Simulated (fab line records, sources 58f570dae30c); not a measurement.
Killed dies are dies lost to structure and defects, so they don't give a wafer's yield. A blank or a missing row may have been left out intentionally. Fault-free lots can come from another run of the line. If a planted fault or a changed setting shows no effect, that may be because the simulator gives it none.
fab line records	flow berkeleyCmos170	part 1 of 2: steps 1 to 29 of 41
record lots=5	wafers=15	lastDay=12
route steps=331 shown WELLDRIVE@55 ACTIVE@60 PFIELD@79 FIELD@89
lots with no fault: from the same line, run without faults
startH: hours from the record's opening day to when the first of the lot's shown wafers began	waitH: time in hours since the lot's previous step	" same as the row above	L1.1+2: several wafers, shown together as one row	- value missing, or start not given	* or withheld: withheld	< > ~ a bound
route shown NAME@n: NAME is a module with steps in the file, n the number in the route of the first one	usual: mean/standard deviation taken from wafers without a fault	same: alike in all rows	chamber/n: place in a boat	sites: the reading at each site	_std_site: their standard deviation	_edge_site: the outer-site mean with the inner-site mean subtracted	radiusMm: for every site, how far away it sits from the centre of the wafer	mask NAME#n: copy n	behind: the tool/chamber that last shaped the wafer	hold: why the lot was held/for how many hours/how that ended	device: transistor that didn't switch, given as n, p or np	end of line: the same wafers' tests at the end of the route	a step with no rows: only its recipe	killed: at the first sort, the dies lost to defects and structure; wafer yield is something else	map: shows each die of a wafer: x if killed, . if not, _ if none is there
set.NAME: the run value of the setting; set.NAME@STEP: its run value at that earlier step	model.NAME: the simulator's own value behind a step, which no gauge read
lots at selected steps of the route; one table per step, one row per wafer
services: when a tool's chamber went out of use (startH, in hours from the record's first day, below 0 if earlier), for how many hours, and the reason
## steps
# step UCB170_WELLDRIVE_CLEAN_00
# recipe chemistry=SPM	tempC=120	timeS=600
# usual bathHeatDutyPct=13.2/1.8
# same timeS=600
lot.wafer	tool	chamber	startH	waitH	bathHeatDutyPct
L076.3	wetBench-04	2	79.63	0.1	13.0
L076.5	"	2	"	"	12.2
L076.6	"	2	"	"	12.5
L077.3	wetBench-04	1	79.81	0.2	14.2
L077.5	"	1	"	"	14.7
L077.6	"	1	"	"	15.3
L078.1	wetBench-02	3	90.05	2.6	11.6
L078.2	"	3	"	"	11.0
L078.6	"	3	"	"	12.3
L080.2	wetBench-02	0	90.44	0.2	14.5
L080.5	"	0	"	"	14.9
L080.6	"	0	"	"	14.2
L092.2	wetBench-03	0	159.08	0.1	12.1
L092.4	"	0	"	"	14.0
L092.6	"	0	"	"	12.8
# step UCB170_WELLDRIVE_OXIDATION_01
# recipe tempC=1100	ambient=O2	targetThkA=1990	oxTimeS=9000
# usual oxTempC=1100.0/0.43
lot.wafer	tool	chamber	startH	waitH	oxTempC
L076.3	furnace-04	0	84.21	4.4	1100.4
L076.5	"	0	"	"	1100.5
L076.6	"	0	"	"	1099.4
L077.3	furnace-04	0	84.21	4.2	1099.9
L077.5	"	0	"	"	1099.9
L077.6	"	0	"	"	1100.1
L078.1	furnace-04	0	95.16	4.9	1100.4
L078.2	"	0	"	"	1100.3
L078.6	"	0	"	"	1100.0
L080.2	furnace-04	0	95.16	4.5	1100.0
L080.5	"	0	"	"	1100.1
L080.6	"	0	"	"	1100.0
L092.2	furnace-02	0	160.73	1.5	1099.6
L092.4	"	0	"	"	1099.7
L092.6	"	0	"	"	1100.1
# step UCB170_WELLDRIVE_THK_MEAS_02
# recipe reads=SiO2_of_WELLDRIVE_OXIDATION_01
# usual WELLDRIVE_OXIDE_THK=200/3.2
lot.wafer	tool	chamber	startH	waitH	WELLDRIVE_OXIDE_THK[nm]
L076.3	filmMetro-01	-	87.73	0.0	203
L076.5	"	-	"	"	206
L076.6	"	-	"	"	202
L077.3	filmMetro-03	-	87.77	0.1	201
L077.5	"	-	"	"	201
L077.6	"	-	"	"	201
L078.1	filmMetro-04	-	98.66	0.0	202
L078.2	"	-	"	"	200
L078.6	"	-	"	"	201
L080.2	filmMetro-01	-	98.67	0.0	200
L080.5	"	-	"	"	197
L080.6	"	-	"	"	200
L092.2	filmMetro-04	-	164.24	0.0	198
L092.4	"	-	"	"	198
L092.6	"	-	"	"	200
# step UCB170_WELLDRIVE_ANNEAL_03
# recipe tempC=1104	timeS=900	ambient=N2
# same timeS=900
lot.wafer	tool	chamber	startH	waitH
L076.3+5+6	furnace-04	0	93.91	6.2
L077.3+5+6	furnace-04	0	93.91	6.1
L078.1+2+6	furnace-02	0	105.91	7.2
L080.2+5+6	furnace-02	0	105.91	7.2
L092.2+4+6	furnace-02	0	167.08	2.8
# step UCB170_WELLDRIVE_WET_ETCH_04
# recipe chemistry=BOE	dilution=5:1	target=SiO2	tempC=25	timeS=120
# usual bathHeatDutyPct=6.2/0.92
# same timeS=120
lot.wafer	tool	chamber	startH	waitH	bathHeatDutyPct
L076.3	wetBench-04	0	95.16	0.0	5.6
L076.5	"	0	"	"	4.3
L076.6	"	0	"	"	5.1
L077.3	wetBench-04	2	95.16	0.0	4.8
L077.5	"	2	"	"	6.1
L077.6	"	2	"	"	5.7
L078.1	wetBench-04	2	107.16	0.0	5.9
L078.2	"	2	"	"	5.5
L078.6	"	2	"	"	5.8
L080.2	wetBench-04	3	107.16	0.0	7.3
L080.5	"	3	"	"	7.0
L080.6	"	3	"	"	6.3
L092.2	wetBench-03	2	168.46	0.1	7.0
L092.4	"	2	"	"	8.0
L092.6	"	2	"	"	6.9
# step UCB170_ACTIVE_CLEAN_00
# recipe chemistry=SPM	tempC=120	timeS=600
# usual bathHeatDutyPct=13.4/1.7
# same timeS=600
lot.wafer	tool	chamber	startH	waitH	bathHeatDutyPct
L076.3	wetBench-04	1	95.20	0.0	15.4
L076.5	"	1	"	"	14.5
L076.6	"	1	"	"	14.6
L077.3	wetBench-04	1	95.20	0.0	14.7
L077.5	"	1	"	"	15.8
L077.6	"	1	"	"	15.9
L078.1	wetBench-02	2	107.21	0.0	13.5
L078.2	"	2	"	"	13.4
L078.6	"	2	"	"	14.8
L080.2	wetBench-02	0	107.21	0.0	14.6
L080.5	"	0	"	"	15.3
L080.6	"	0	"	"	14.9
L092.2	wetBench-04	0	171.00	2.5	10.8
L092.4	"	0	"	"	12.4
L092.6	"	0	"	"	10.3
# step UCB170_ACTIVE_CLEAN_01
# recipe chemistry=dHF	dilution=25:1	timeS=60
# same timeS=60
lot.wafer	tool	chamber	startH	waitH
L076.3+5+6	wetBench-04	3	95.55	0.2
L077.3+5+6	wetBench-04	2	95.55	0.2
L078.1+2+6	wetBench-02	2	107.38	0.0
L080.2+5+6	wetBench-02	2	107.38	0.0
L092.2+4+6	wetBench-04	2	171.35	0.2
# step UCB170_ACTIVE_OXIDATION_02
# recipe tempC=1000	ambient=O2	targetThkA=264	oxTimeS=1260
# usual oxTempC=1000.0/0.48
lot.wafer	tool	chamber	startH	waitH	oxTempC
L076.3	furnace-01	0	101.80	6.2	1000.6
L076.5	"	0	"	"	1000.6
L076.6	"	0	"	"	1000.9
L077.3	furnace-01	0	101.80	6.2	999.8
L077.5	"	0	"	"	1000.0
L077.6	"	0	"	"	1000.6
L078.1	furnace-04	0	113.32	5.9	1000.1
L078.2	"	0	"	"	1000.1
L078.6	"	0	"	"	999.7
L080.2	furnace-04	0	113.32	5.9	999.9
L080.5	"	0	"	"	1000.5
L080.6	"	0	"	"	999.5
L092.2	furnace-01	0	175.40	4.0	1000.1
L092.4	"	0	"	"	999.8
L092.6	"	0	"	"	1000.6
# step UCB170_ACTIVE_THK_MEAS_03
# recipe reads=SiO2_of_ACTIVE_OXIDATION_02
# usual ACTIVE_OXIDE_THK=26.4/0.55
lot.wafer	tool	chamber	startH	waitH	ACTIVE_OXIDE_THK[nm]
L076.3	filmMetro-03	-	103.17	0.0	26.4
L076.5	"	-	"	"	26.3
L076.6	"	-	"	"	25.7
L077.3	filmMetro-04	-	103.17	0.0	26.0
L077.5	"	-	"	"	26.7
L077.6	"	-	"	"	26.5
L078.1	filmMetro-02	-	114.67	0.0	26.5
L078.2	"	-	"	"	26.4
L078.6	"	-	"	"	26.3
L080.2	filmMetro-03	-	114.68	0.0	26.9
L080.5	"	-	"	"	26.5
L080.6	"	-	"	"	26.8
L092.2	filmMetro-02	-	176.76	0.0	26.3
L092.4	"	-	"	"	26.4
L092.6	"	-	"	"	26.5
# step UCB170_ACTIVE_ANNEAL_04
# recipe tempC=1000	timeS=900	ambient=N2
# same timeS=900
lot.wafer	tool	chamber	startH	waitH
L076.3+5+6	furnace-04	0	110.74	7.6
L077.3+5+6	furnace-04	0	110.74	7.6
L078.1+2+6	furnace-04	0	117.59	2.9
L080.2+5+6	furnace-04	0	117.59	2.9
L092.2+4+6	furnace-04	0	180.65	3.9
# step UCB170_ACTIVE_CVD_05
# recipe material=Si3N4	targetThkNm=220	tempC=800	precursor=SiH2Cl2/NH3	timeS=3300	pressureMtorr=200	sih2cl2FlowSccm=25	nh3FlowSccm=75
# same timeS=3300
lot.wafer	tool	chamber	startH	waitH
L076.3+5+6	lpcvd-01	1	111.99	0.0
L077.3+5+6	lpcvd-01	0	111.99	0.0
L078.1+2+6	lpcvd-01	0	119.59	0.7
L080.2+5+6	lpcvd-01	1	119.59	0.7
L092.2+4+6	lpcvd-02	1	183.98	2.1
# step UCB170_ACTIVE_THK_MEAS_06
# recipe reads=Si3N4_of_ACTIVE_CVD_05
# usual ACTIVE_NITRIDE_THK=220.7/2
lot.wafer	tool	chamber	startH	waitH	ACTIVE_NITRIDE_THK[nm]
L076.3	filmMetro-03	-	113.93	0.0	220.5
L076.5	"	-	"	"	221.6
L076.6	"	-	"	"	221.3
L077.3	filmMetro-02	-	113.93	0.0	220.4
L077.5	"	-	"	"	220.6
L077.6	"	-	"	"	221.1
L078.1	filmMetro-02	-	121.51	0.0	221.6
L078.2	"	-	"	"	221.9
L078.6	"	-	"	"	222.2
L080.2	filmMetro-02	-	121.58	0.1	225.7
L080.5	"	-	"	"	224.8
L080.6	"	-	"	"	224.0
L092.2	filmMetro-04	-	186.03	0.1	220.6
L092.4	"	-	"	"	221.8
L092.6	"	-	"	"	222.2
# step UCB170_ACTIVE_HMDS_07
# recipe primeTimeS=60	primeTempC=100
lot.wafer	tool	chamber	startH	waitH
L076.3+5+6	lithoTrack-03	0	114.02	0.1
L077.3+5+6	lithoTrack-04	0	114.02	0.1
L078.1+2+6	lithoTrack-04	0	121.83	0.3
L080.2+5+6	lithoTrack-04	0	122.30	0.7
L092.2+4+6	lithoTrack-03	0	186.50	0.5
# step UCB170_ACTIVE_COAT_08
# recipe resist=KrF	spinRpm=1487	resistThkNm=900
# usual spinSpeedRpm=1487.0/0.94
lot.wafer	tool	chamber	startH	waitH	spinSpeedRpm
L076.3	lithoTrack-03	0	114.17	0.1	1485.7
L076.5	"	0	"	"	1485.1
L076.6	"	0	"	"	1486.4
L077.3	lithoTrack-04	0	114.17	0.1	1487.9
L077.5	"	0	"	"	1488.1
L077.6	"	0	"	"	1488.3
L078.1	lithoTrack-04	0	121.98	0.1	1487.8
L078.2	"	0	"	"	1486.8
L078.6	"	0	"	"	1488.0
L080.2	lithoTrack-04	0	122.45	0.1	1486.1
L080.5	"	0	"	"	1486.8
L080.6	"	0	"	"	1484.4
L092.2	lithoTrack-03	0	186.65	0.1	1488.0
L092.4	"	0	"	"	1487.0
L092.6	"	0	"	"	1486.7
# step UCB170_ACTIVE_SOFTBAKE_09
# recipe resist=KrF	tempC=130	timeS=60
# same timeS=60
lot.wafer	tool	chamber	startH	waitH
L076.3+5+6	lithoTrack-03	0	114.32	0.1
L077.3+5+6	lithoTrack-04	0	114.32	0.1
L078.1+2+6	lithoTrack-04	0	122.13	0.1
L080.2+5+6	lithoTrack-04	0	122.60	0.1
L092.2+4+6	lithoTrack-03	0	186.80	0.1
# step UCB170_ACTIVE_EXPOSE_10
# recipe maskId=ACTIVE	targetCdNm=1200	na=0.5	sigmaOuter=0.6	sourceShape=conventional	doseMj=20
# usual focusOffsetNm=-0.1/0.51
lot.wafer	tool	chamber	startH	waitH	mask	focusOffsetNm
L076.3	krfScanner-02	0	114.58	0.2	ACTIVE#0	0.1
L076.5	"	0	"	"	ACTIVE#0	0.0
L076.6	"	0	"	"	ACTIVE#0	0.5
L077.3	krfScanner-02	0	114.70	0.4	ACTIVE#0	0.0
L077.5	"	0	"	"	ACTIVE#0	-0.5
L077.6	"	0	"	"	ACTIVE#0	0.2
L078.1	krfScanner-02	0	122.28	0.1	ACTIVE#0	0.1
L078.2	"	0	"	"	ACTIVE#0	-0.3
L078.6	"	0	"	"	ACTIVE#0	0.0
L080.2	krfScanner-02	0	122.75	0.1	ACTIVE#0	0.2
L080.5	"	0	"	"	ACTIVE#0	-0.1
L080.6	"	0	"	"	ACTIVE#0	0.5
L092.2	krfScanner-02	0	187.07	0.2	ACTIVE#0	1.1
L092.4	"	0	"	"	ACTIVE#0	0.2
L092.6	"	0	"	"	ACTIVE#0	0.8
# step UCB170_ACTIVE_PEB_11
# recipe pebTempC=130	pebTimeS=withheld	resist=KrF
lot.wafer	tool	chamber	startH	waitH
L076.3+5+6	lithoTrack-03	0	114.71	0.1
L077.3+5+6	lithoTrack-03	0	114.98	0.3
L078.1+2+6	lithoTrack-02	0	122.98	0.7
L080.2+5+6	lithoTrack-03	0	123.52	0.8
L092.2+4+6	lithoTrack-03	0	187.50	0.4
# step UCB170_ACTIVE_DEVELOP_12
# recipe developer=TMAH	developTimeS=45	resist=KrF	devTempC=21
lot.wafer	tool	chamber	startH	waitH
L076.3+5+6	lithoTrack-03	0	-	-
L077.3+5+6	lithoTrack-03	0	-	-
L078.1+2+6	lithoTrack-02	0	-	-
L080.2+5+6	lithoTrack-03	0	-	-
L092.2+4+6	lithoTrack-03	0	-	-
# step UCB170_ACTIVE_CD_MEAS_13
# recipe targetCdNm=1200
# usual cdNm=1200.2/1.6
lot.wafer	tool	chamber	startH	waitH	cdNm
L076.3	cdSem-02	-	114.97	-	1201.6
L076.5	"	-	"	"	1201.5
L076.6	"	-	"	"	1202.3
L077.3	cdSem-01	-	115.25	-	1200.3
L077.5	"	-	"	"	1199.2
L077.6	"	-	"	"	1199.4
L078.1	cdSem-01	-	123.32	-	1201.2
L078.2	"	-	"	"	1200.1
L078.6	"	-	"	"	1199.7
L080.2	cdSem-01	-	123.79	-	1200.0
L080.5	"	-	"	"	1200.5
L080.6	"	-	"	"	1199.6
L092.2	cdSem-02	-	187.77	-	1200.6
L092.4	"	-	"	"	1200.9
L092.6	"	-	"	"	1201.1
# step UCB170_ACTIVE_OVL_MEAS_14
# usual ACTIVE_OVL=-1/5.8
lot.wafer	tool	chamber	startH	waitH	ACTIVE_OVL[nm]
L076.3	overlay-02	-	115.07	0.1	3
L076.5	"	-	"	"	-4
L076.6	"	-	"	"	1
L077.3	overlay-01	-	115.34	0.1	2
L077.5	"	-	"	"	-1
L077.6	"	-	"	"	7
L078.1	overlay-01	-	123.44	0.1	-1
L078.2	"	-	"	"	6
L078.6	"	-	"	"	-1
L080.2	overlay-02	-	123.90	0.1	0
L080.5	"	-	"	"	5
L080.6	"	-	"	"	7
L092.2	overlay-02	-	187.87	0.1	-4
L092.4	"	-	"	"	2
L092.6	"	-	"	"	-1
# step UCB170_ACTIVE_ETCH_15
# recipe chemistry=CH3F/Ar/O2	target=Si3N4	stopOn=SiO2	CH3F_flow_sccm=20	Ar_flow_sccm=50	O2_flow_sccm=7	pressureMtorr=50	rfW=450	targetDepthA=2420	overEtchFrac=0.1	timeS=151
# usual chamberPressureMTorr=50.01/0.047	drypumpMotorCurrentA=5.8/0.46	oesProductAu=0.941/0.016	throttleValvePct=8.03/0.13
# same timeS=151
lot.wafer	tool	chamber	startH	waitH	chamberPressureMTorr	drypumpMotorCurrentA	oesProductAu	rfHoursCounterH	throttleValvePct
L076.3	rieDiel-02	2	115.09	0.0	49.96	6.1	0.944	40	8.10
L076.5	"	3	"	"	50.04	6.1	0.928	-	8.19
L076.6	"	0	"	"	50.02	6.4	0.916	-	8.04
L077.3	rieDiel-04	2	115.37	0.0	50.06	5.7	0.948	68	7.90
L077.5	"	3	"	"	49.96	5.7	0.933	-	8.05
L077.6	"	2	"	"	49.93	5.7	0.947	-	7.87
L078.1	rieDiel-01	1	123.48	0.0	50.09	5.7	0.976	14	8.02
L078.2	"	3	"	"	50.05	5.7	0.975	157	8.34
L078.6	"	3	"	"	49.95	5.7	0.968	-	8.33
L080.2	rieDiel-02	1	123.93	0.0	50.03	6.2	0.951	3	7.88
L080.5	"	0	"	"	49.97	6.4	0.930	-	8.04
L080.6	"	3	"	"	50.00	6.1	0.934	-	8.20
L092.2	rieDiel-02	3	187.90	0.0	50.03	6.1	0.932	17	8.20
L092.4	"	2	"	"	49.86	6.1	0.944	43	8.08
L092.6	"	0	"	"	49.99	6.4	0.915	-	8.03
# step UCB170_ACTIVE_STRIP_16
# recipe chemistry=O2	powerW=400	pressureMtorr=3500	platenTempC=withheld	o2FlowSccm=400	overashFraction=0.5
# usual chamberPressureMTorr=3500/3.5	drypumpMotorCurrentA=5.4/0.59	oesProductAu=0.721/0.0043	stripTimeToEndpointS=18.24/0.071
lot.wafer	tool	chamber	startH	waitH	chamberPressureMTorr	drypumpMotorCurrentA	oesProductAu	rfHoursCounterH	stripTimeToEndpointS
L076.3	plasmaAsher-01	0	115.22	0.1	3503	5.2	0.720	-	18.14
L076.5	"	1	"	"	3497	4.8	0.711	-	18.14
L076.6	"	0	"	"	3506	5.2	0.716	-	18.25
L077.3	plasmaAsher-02	0	115.50	0.1	3503	4.7	0.719	-	18.31
L077.5	"	1	"	"	3499	6.2	0.720	-	18.22
L077.6	"	0	"	"	3505	4.7	0.728	-	18.29
L078.1	plasmaAsher-02	1	123.58	0.1	3505	6.2	0.720	39	18.27
L078.2	"	0	"	"	3496	4.7	0.716	39	18.22
L078.6	"	1	"	"	3498	6.3	0.730	-	18.20
L080.2	plasmaAsher-02	1	124.03	0.1	3504	6.3	0.726	39	18.23
L080.5	"	0	"	"	3496	4.7	0.723	-	18.33
L080.6	"	1	"	"	3501	6.3	0.731	-	18.19
L092.2	plasmaAsher-04	0	188.00	0.1	3502	6.0	0.723	7	18.35
L092.4	"	0	"	"	3506	6.0	0.713	-	18.26
L092.6	"	1	"	"	3496	5.3	0.724	-	18.42
# step UCB170_ACTIVE_CD_MEAS_90
# recipe targetCdNm=1200
# usual cdNm=1200.3/1.6
lot.wafer	tool	chamber	startH	waitH	cdNm
L076.3	cdSem-01	-	115.37	0.1	1202.0
L076.5	"	-	"	"	1201.8
L076.6	"	-	"	"	1202.1
L077.3	cdSem-02	-	115.61	0.1	1200.3
L077.5	"	-	"	"	1199.4
L077.6	"	-	"	"	1199.7
L078.1	cdSem-02	-	123.68	0.1	1201.3
L078.2	"	-	"	"	1199.8
L078.6	"	-	"	"	1199.8
L080.2	cdSem-02	-	124.15	0.1	1200.2
L080.5	"	-	"	"	1200.2
L080.6	"	-	"	"	1199.6
L092.2	cdSem-01	-	188.12	0.1	1200.7
L092.4	"	-	"	"	1200.9
L092.6	"	-	"	"	1201.2
# step UCB170_ACTIVE_CLEAN_17
# recipe chemistry=SPM	tempC=120	timeS=600
# usual bathHeatDutyPct=13.4/1.7
# same timeS=600
lot.wafer	tool	chamber	startH	waitH	bathHeatDutyPct
L076.3	wetBench-02	0	115.54	0.2	14.6
L076.5	"	0	"	"	14.1
L076.6	"	0	"	"	13.9
L077.3	wetBench-04	2	115.69	0.1	12.6
L077.5	"	2	"	"	12.9
L077.6	"	2	"	"	13.3
L078.1	wetBench-04	3	123.95	0.2	13.5
L078.2	"	3	"	"	15.8
L078.6	"	3	"	"	14.4
L080.2	wetBench-02	2	125.41	1.2	14.4
L080.5	"	2	"	"	14.5
L080.6	"	2	"	"	14.4
L092.2	wetBench-02	0	188.22	0.1	14.2
L092.4	"	0	"	"	13.3
L092.6	"	0	"	"	15.1
# step UCB170_PFIELD_HMDS_00
# recipe primeTimeS=60	primeTempC=100
lot.wafer	tool	chamber	startH	waitH
L076.3+5+6	lithoTrack-02	0	115.77	0.1
L077.3+5+6	lithoTrack-04	0	116.09	0.2
L078.1+2+6	lithoTrack-02	0	124.26	0.1
L080.2+5+6	lithoTrack-02	0	125.73	0.1
L092.2+4+6	lithoTrack-02	0	188.42	0.0
# step UCB170_PFIELD_COAT_01
# recipe resist=KrF	spinRpm=1500	resistThkNm=900
# usual spinSpeedRpm=1499.9/1.1
lot.wafer	tool	chamber	startH	waitH	spinSpeedRpm
L076.3	lithoTrack-02	0	115.92	0.1	1499.5
L076.5	"	0	"	"	1499.5
L076.6	"	0	"	"	1500.5
L077.3	lithoTrack-04	0	116.24	0.1	1498.5
L077.5	"	0	"	"	1499.8
L077.6	"	0	"	"	1499.2
L078.1	lithoTrack-02	0	124.41	0.1	1501.1
L078.2	"	0	"	"	1499.7
L078.6	"	0	"	"	1501.1
L080.2	lithoTrack-02	0	125.88	0.1	1499.6
L080.5	"	0	"	"	1500.2
L080.6	"	0	"	"	1500.7
L092.2	lithoTrack-02	0	188.57	0.1	1500.5
L092.4	"	0	"	"	1500.9
L092.6	"	0	"	"	1500.8
# step UCB170_PFIELD_SOFTBAKE_02
# recipe resist=KrF	tempC=130	timeS=60
# same timeS=60
lot.wafer	tool	chamber	startH	waitH
L076.3+5+6	lithoTrack-02	0	116.07	0.1
L077.3+5+6	lithoTrack-04	0	116.39	0.1
L078.1+2+6	lithoTrack-02	0	124.56	0.1
L080.2+5+6	lithoTrack-02	0	126.03	0.1
L092.2+4+6	lithoTrack-02	0	188.72	0.1
# step UCB170_PFIELD_EXPOSE_03
# recipe maskId=PFIELD	na=0.5	sigmaOuter=0.6	sourceShape=conventional	targetCdNm=1500	doseMj=30
# usual focusOffsetNm=0.0/0.55
lot.wafer	tool	chamber	startH	waitH	mask	focusOffsetNm
L076.3	krfScanner-02	0	116.31	0.2	PFIELD#0	0.5
L076.5	"	0	"	"	PFIELD#0	0.0
L076.6	"	0	"	"	PFIELD#0	0.4
L077.3	krfScanner-02	0	116.55	0.1	PFIELD#0	-0.2
L077.5	"	0	"	"	PFIELD#0	0.3
L077.6	"	0	"	"	PFIELD#0	-0.3
L078.1	krfScanner-02	0	124.71	0.1	PFIELD#0	0.0
L078.2	"	0	"	"	PFIELD#0	-0.2
L078.6	"	0	"	"	PFIELD#0	-0.5
L080.2	krfScanner-01	0	126.30	0.2	PFIELD#0	0.4
L080.5	"	0	"	"	PFIELD#0	0.0
L080.6	"	0	"	"	PFIELD#0	-0.4
L092.2	krfScanner-02	0	189.24	0.5	PFIELD#0	0.1
L092.4	"	0	"	"	PFIELD#0	-0.6
L092.6	"	0	"	"	PFIELD#0	0.1
# step UCB170_PFIELD_PEB_04
# recipe pebTempC=130	pebTimeS=withheld	resist=KrF
lot.wafer	tool	chamber	startH	waitH
L076.3+5+6	lithoTrack-02	0	116.49	0.2
L077.3+5+6	lithoTrack-02	0	116.77	0.2
L078.1+2+6	lithoTrack-02	0	124.98	0.3
L080.2+5+6	lithoTrack-02	0	126.46	0.1
L092.2+4+6	lithoTrack-04	0	189.70	0.4
